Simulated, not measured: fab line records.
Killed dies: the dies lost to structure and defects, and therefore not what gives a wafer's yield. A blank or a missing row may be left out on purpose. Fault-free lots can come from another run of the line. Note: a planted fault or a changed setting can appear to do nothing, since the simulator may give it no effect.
Check of tool commonality ; flow rit-cmos ; Sample size 13 lots and 42 wafers

## WHY IT WAS OPENED
Of 13 lots, 1 have the reading NWELL_TW flagged at RIT_NWELL_TW_MEAS_10. No-fault wafers: 2145, standard deviation 10.
Rule: a lot is flagged when every wafer of it that has a number lies more than 4 standard deviations from that mean, or none has a number. The rest of the lots are taken to be sound.

lot;measured;on;NWELL_TW, wafer by wafer;flag
L171;day 2 09:41;film-metro-02;2131 2144 2140;
L173;day 2 18:34;film-metro-02;2145 2127 2147;
L175;day 3 03:06;film-metro-03;2145 2132 2132;
L177;day 3 14:41;film-metro-03;2124 2129 2133;
L178;day 3 19:46;film-metro-02;30 30 30 30 30 30;FLAGGED
L184;day 5 01:16;film-metro-02;2148 2154 2141;
L185;day 5 05:23;film-metro-01;2144 2142 2160;
L186;day 5 11:34;film-metro-01;2143 2145 2143;
L187;day 5 15:58;film-metro-01;2131 2149 2150;
L188;day 5 20:09;film-metro-02;2157 2148 2156;
L190;day 6 05:56;film-metro-01;2154 2158 2159;
L191;day 6 12:37;film-metro-03;2141 2142 2156;
L192;day 6 15:56;film-metro-02;2143 2146 2161;
On average the flagged lots read 30, which is -2115 against the usual, or -99 or more standard deviations.

## WHICH TOOL EACH LOT WENT THROUGH
The record holds 1 process step before the reading, out of a route of 202 steps. Each cell gives the tool, then ch followed by the chambers the sampled wafers passed through, then the start.
lot;flag;RIT_NWELL_EXPOSE_03
L171;;iline-stepper-02 ch 0, day 2 08:39
L173;;iline-stepper-02 ch 0, day 2 17:32
L175;;iline-stepper-02 ch 0, day 3 02:03
L177;;iline-stepper-02 ch 0, day 3 13:38
L178;FLAGGED;iline-stepper-01 ch 0, day 3 18:32
L184;;iline-stepper-01 ch 0, day 5 00:14
L185;;iline-stepper-01 ch 0, day 5 04:21
L186;;iline-stepper-01 ch 0, day 5 10:32
L187;;iline-stepper-01 ch 0, day 5 14:56
L188;;iline-stepper-02 ch 0, day 5 19:07
L190;;iline-stepper-01 ch 0, day 6 04:53
L191;;iline-stepper-01 ch 0, day 6 11:34
L192;;iline-stepper-01 ch 0, day 6 14:53
What the steps here do:
- RIT_NWELL_EXPOSE_03: exposes mask M2, target cd 43900 nm.
- RIT_NWELL_TW_MEAS_10

## FLAGGED AGAINST TOTAL, ONE TOOL AT A TIME (gauges that did the reading follow at the end)
step;tool;lots run;flagged;share of the flagged lots;sound lots run after its first flagged lot
RIT_NWELL_EXPOSE_03;iline-stepper-01;8;1;all;7 (L184,L185,L186,L187,L190,L191,L192)
RIT_NWELL_EXPOSE_03;iline-stepper-02;5;0;none;-
RIT_NWELL_TW_MEAS_10;film-metro-01;4;0;none;-
RIT_NWELL_TW_MEAS_10;film-metro-02;6;1;all;3 (L184,L188,L192)
RIT_NWELL_TW_MEAS_10;film-metro-03;3;0;none;-

## THE TABLE: WHAT IT ALLOWS
In 2 table rows, all flagged lots were run: iline-stepper-01 (RIT_NWELL_EXPOSE_03), film-metro-02 (RIT_NWELL_TW_MEAS_10).
- iline-stepper-01 at RIT_NWELL_EXPOSE_03: 1 of its 8 lots flagged. After the first flagged lot (L184, L185, L186, L187, L190, L191, L192), sound lots still ran on it; a lasting fault on the whole tool would not permit that.
- film-metro-02 at RIT_NWELL_TW_MEAS_10: 1 of its 6 lots flagged. After the first flagged lot (L184, L188, L192), sound lots still ran on it; a lasting fault on the whole tool would not permit that.
No row of the table ran every flagged lot and no sound lot after the first.

## WHAT THE SIMULATOR PUT IN
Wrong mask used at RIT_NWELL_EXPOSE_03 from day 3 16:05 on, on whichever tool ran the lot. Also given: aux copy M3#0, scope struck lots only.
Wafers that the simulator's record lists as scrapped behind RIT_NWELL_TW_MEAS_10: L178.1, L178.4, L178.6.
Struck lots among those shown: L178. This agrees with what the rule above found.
